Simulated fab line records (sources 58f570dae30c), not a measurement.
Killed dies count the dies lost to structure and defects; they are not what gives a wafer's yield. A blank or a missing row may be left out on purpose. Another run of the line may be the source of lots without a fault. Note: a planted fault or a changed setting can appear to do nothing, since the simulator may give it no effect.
Shared-tool check ; flow berkeley cmos170 ; Lots sampled 13, wafers sampled 45

== THE REASON FOR OPENING IT ==
Of 13 lots, 2 have the reading PLDD_RS flagged at UCB170_SDANNEAL_RS_MEAS_04. Fault-free wafers read 1031.9 ohm/sq, with a standard deviation of 2.4.
Rule: a lot is flagged in two cases, either no wafer of it has a number, or all its wafers with numbers fall more than 4 standard deviations from that mean. All remaining lots are regarded as sound.

lot;measured;on;PLDD_RS (ohm/sq), wafer by wafer;flag
L193;day 8 06:24;film metro-04;1031.9 1031.3 1029.9;
L194;day 8 18:38;film metro-04;1030.8 1029.4 1031.1;
L195;day 8 19:24;film metro-04;1033.4 1034.5 1032.8;
L197;day 8 19:50;film metro-03;1034.8 1033.8 1034.1;
L196;day 8 20:16;film metro-02;1035.0 1033.2 1032.6;
L198;day 9 09:09;film metro-03;1028.5 1029.7 1029.7;
L202;day 10 05:04;film metro-03;1034.1 1033.1 1029.2;
L203;day 10 05:18;film metro-04;884.7 885.0 886.6 885.4 885.6 886.8;FLAGGED
L206;day 11 03:19;film metro-04;884.0 884.8 884.8 885.7 883.7 885.3;FLAGGED
L208;day 11 03:41;film metro-02;1030.4 1030.4 1030.4;
L210;day 11 09:47;film metro-04;1034.2 1033.3 1032.7;
L214;day 12 07:20;film metro-02;1035.6 1035.1 1034.9;
L216;day 12 17:19;film metro-04;1026.4 1029.4 1029.7;
The mean of the flagged lots' numbers is 885.2 ohm/sq, -146.7 ohm/sq from the usual (-61 standard deviations).

== EACH LOT AND THE TOOL IT RAN ON ==
Before the reading, the record contains 2 process steps out of a 331-step route. Each cell gives the tool, then ch followed by the chambers the sampled wafers passed through, then the start.
lot;flag;UCB170_PVT_STRIP_08;UCB170_PLDD_IMPLANT_09
L193;;plasma asher-02 ch 0,1, day 6 20:04;implanter-02 ch 0, day 7 14:47
L194;;plasma asher-02 ch 0,1, day 7 09:08;implanter-02 ch 0, day 8 05:35
L195;;plasma asher-04 ch 0,1, day 7 09:46;implanter-01 ch 0, day 8 05:52
L197;;plasma asher-01 ch 0,1, day 7 09:32;implanter-04 ch 0, day 8 05:45
L196;;plasma asher-01 ch 0,1, day 7 10:04;implanter-02 ch 0, day 8 06:11
L198;;plasma asher-01 ch 0,1, day 8 00:57;implanter-02 ch 0, day 8 17:27
L202;;plasma asher-02 ch 0,1, day 8 21:08;implanter-02 ch 0, day 9 13:47
L203;FLAGGED;plasma asher-04 ch 0,1, day 8 21:38;implanter-04 ch 0, day 9 14:00
L206;FLAGGED;plasma asher-01 ch 0,1, day 9 16:05;implanter-04 ch 0, day 10 11:39
L208;;plasma asher-02 ch 0,1, day 9 20:49;implanter-02 ch 0, day 10 12:21
L210;;plasma asher-01 ch 0,1, day 10 03:47;implanter-02 ch 0, day 10 19:13
L214;;plasma asher-04 ch 0,1, day 10 21:44;implanter-02 ch 0, day 11 17:09
L216;;plasma asher-02 ch 0,1, day 11 07:54;implanter-02 ch 0, day 12 03:31
What is done by these steps:
- UCB170_PVT_STRIP_08: strips in O2.
- UCB170_PLDD_IMPLANT_09
- UCB170_SDANNEAL_RS_MEAS_04: measures by four-point-probe.

== FLAGGED AGAINST TOTAL, ONE TOOL AT A TIME (gauges that did the reading follow at the end) ==
step;tool;lots run;flagged;share of the flagged lots;sound lots run after its first flagged lot
UCB170_PVT_STRIP_08;plasma asher-01;5;1;some;1 (L210)
UCB170_PVT_STRIP_08;plasma asher-02;5;0;none;-
UCB170_PVT_STRIP_08;plasma asher-04;3;1;some;1 (L214)
UCB170_PLDD_IMPLANT_09;implanter-01;1;0;none;-
UCB170_PLDD_IMPLANT_09;implanter-02;9;0;none;-
UCB170_PLDD_IMPLANT_09;implanter-04;3;2;all;0
UCB170_SDANNEAL_RS_MEAS_04;film metro-02;3;0;none;-
UCB170_SDANNEAL_RS_MEAS_04;film metro-03;3;0;none;-
UCB170_SDANNEAL_RS_MEAS_04;film metro-04;7;2;all;2 (L210,L216)

== THE TABLE: WHAT IT ALLOWS ==
Rows of the table that ran all the flagged lots, 2 in number: implanter-04 at UCB170_PLDD_IMPLANT_09; film metro-04 at UCB170_SDANNEAL_RS_MEAS_04.
- implanter-04 at UCB170_PLDD_IMPLANT_09 ran 3 lots, 2 of them flagged. It ran its last sound lot, L197, at day 8 05:45 and its first flagged lot, L203, at day 9 14:00: a fault with its onset between the two fits. Its own readings (beam on s, faraday current uA) fall more than 4 standard deviations out on all wafers of the flagged lots.
- film metro-04 at UCB170_SDANNEAL_RS_MEAS_04 ran 7 lots, 2 of them flagged. Lots that were sound ran on it after the first flagged one (L210, L216); a persistent fault on the entire tool would not allow that.
Just one tool remains: implanter-04 at UCB170_PLDD_IMPLANT_09.

== WHAT THE SIMULATOR PUT IN ==
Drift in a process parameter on implanter-04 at UCB170_PLDD_IMPLANT_09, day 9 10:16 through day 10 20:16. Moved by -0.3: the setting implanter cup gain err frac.
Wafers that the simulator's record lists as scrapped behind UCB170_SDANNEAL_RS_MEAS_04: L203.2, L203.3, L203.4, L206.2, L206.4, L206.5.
Lots struck among those shown: L203, L206. The rule above found the same.
